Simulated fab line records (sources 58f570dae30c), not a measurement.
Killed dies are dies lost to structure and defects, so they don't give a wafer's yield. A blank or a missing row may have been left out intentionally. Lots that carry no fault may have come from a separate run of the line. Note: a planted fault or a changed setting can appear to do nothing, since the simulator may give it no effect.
Which tool is to blame? ; flow berkeley_cmos170 ; route of 331 steps, sampled at 1 step: 7 lots, 21 wafers

== WHAT EACH GAUGE READ, for each wafer ==
UCB170_PLDD_OVL_MEAS_07.
lot;measured;on;PLDD_OVL (nm)
L824;day 7 21:23;overlay-02;10 11 4
L825;day 7 21:53;overlay-02;-7 -3 1
L829;day 8 18:56;overlay-01;1 -1 0
L834;day 10 01:26;overlay-01;-11 -4 1
L839;day 10 14:47;overlay-02;-14 -7 -11
L841;day 11 13:18;overlay-02;0 9 6
L844;day 11 20:42;overlay-02;-2 0 -7

== WHICH TOOL RAN EACH LOT (tool, then ch and the chambers of the sampled wafers, then the start) ==
Before these readings, the record contains no process step.

== THE ANSWER, worked out from the rows above alone ==
Rule: what is usual is taken from the lots themselves. Put in order of their means at a reading, lots are off if they are a third of the lots or fewer, leave a main group of 4 or more, and stand apart from it by a gap of 3 or more times the standard deviation of the main group's means; of several such gaps the widest counts. Not used: any main group whose means are identical at the precision the tables above print for the reading. Also off: a lot with no number at a reading for which 4 or more lots have one. Where the step has rows for the other lots, those lots are counted as sound.
No lot is off at any reading shown: from this, nothing can be told.

== WHAT THE SIMULATOR PUT IN ==
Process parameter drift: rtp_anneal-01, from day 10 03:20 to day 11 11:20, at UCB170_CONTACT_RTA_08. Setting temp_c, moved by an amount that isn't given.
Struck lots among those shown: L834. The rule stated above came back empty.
